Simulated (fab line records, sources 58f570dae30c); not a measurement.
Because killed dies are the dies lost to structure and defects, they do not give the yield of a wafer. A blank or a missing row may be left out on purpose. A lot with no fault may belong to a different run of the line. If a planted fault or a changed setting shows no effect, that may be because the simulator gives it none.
Code-filled problem report in 8D (eight disciplines) form ; flow berkeley_cmos170 ; the parts of the form that need people (team, actions taken, sign-off) are left out

1. WHAT WENT WRONG
Mean NLDD_OVL at UCB170_NLDD_OVL_MEAS_07: 258 nm over 6 wafers in 2 lots; fault-free wafers: -1 nm, standard deviation 5.2. Relative to the usual mean, that is a shift of +50 standard deviations.
First seen on wafer L441.1, day 8 10:59, on overlay-02. At this step, 36 wafers from 12 lots have a number in the record. Rule for "out", or "out of limits": more than 4 standard deviations from the usual mean. The other wafers with a number count as sound.

2. WHAT IT IS AND WHAT IT IS NOT
question;is;is not
which readings at this step;NLDD_OVL;-
which lots;L441, L442;L430, L431, L432, L433, L435, L443, L446, L450, L452, L453
which wafers of those lots;all that have a number;-
read on which gauges;overlay-02;overlay-01
when;from day 8 10:59;"up to then (15 sound wafers); but 15 sound wafers of L443, L446, L450, L452, L453 came after"

3. THE SUSPECTS, EACH WITH WHAT RULES IT OUT
Counting: a tool at a process step up to the reading stays a suspect if it ran every lot that is out and no sound lot after the first of them.
- the gauge at UCB170_NLDD_OVL_MEAS_07: kept. All the wafers that are out were read on overlay-02, and no step on other tools shows them out.
- krf_scanner-01 at UCB170_NLDD_EXPOSE_03 (exposes mask NSELECT, target cd 1200 nm): kept. It processed each lot that is out, first L441 at day 8 10:28, and no sound lot thereafter; up to then, the last sound lot it processed was L432 at day 6 17:37.
Remaining after the count are krf_scanner-01 at UCB170_NLDD_EXPOSE_03 and overlay-02 at UCB170_NLDD_OVL_MEAS_07.

4. THE CAUSE (what the simulator had put in)
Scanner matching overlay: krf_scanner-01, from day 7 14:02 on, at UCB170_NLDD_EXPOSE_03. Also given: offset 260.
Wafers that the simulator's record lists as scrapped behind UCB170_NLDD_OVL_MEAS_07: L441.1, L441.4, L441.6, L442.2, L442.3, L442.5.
Of the 2 suspects that counting leaves, this tool is one.

5. THE CHAIN OF EFFECTS, in route order
Each row: a reading whose mean over the struck wafers that have a number lies more than 3 standard deviations from the usual. Only readings whose record carries a usual standard deviation are examined. hours: median over the lots of the time between each lot's start at the first step of this table that gives one and its start at this step. sigmas: the change, counted in usual standard deviations.
hours;step;reading;usual;on struck wafers;change;sigmas
0;UCB170_NLDD_OVL_MEAS_07;NLDD_OVL;-1 nm;258;+259;+50

6. HOW IT WOULD HAVE BEEN CAUGHT EARLIER
21 hours passed between the start of the fault at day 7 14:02 and the first reading out of limits at a measuring or inspecting step in this record, taken at day 8 10:59.
An alarm limit of 4 standard deviations would not have fired on the tool readings at UCB170_NLDD_EXPOSE_03 for which the record gives a usual standard deviation, since none of them was out on any struck wafer.
All the lots that are out (2) had begun UCB170_NLDD_EXPOSE_03 on krf_scanner-01 by day 8 10:59. None of them would have been spared by holding the tool at that moment.
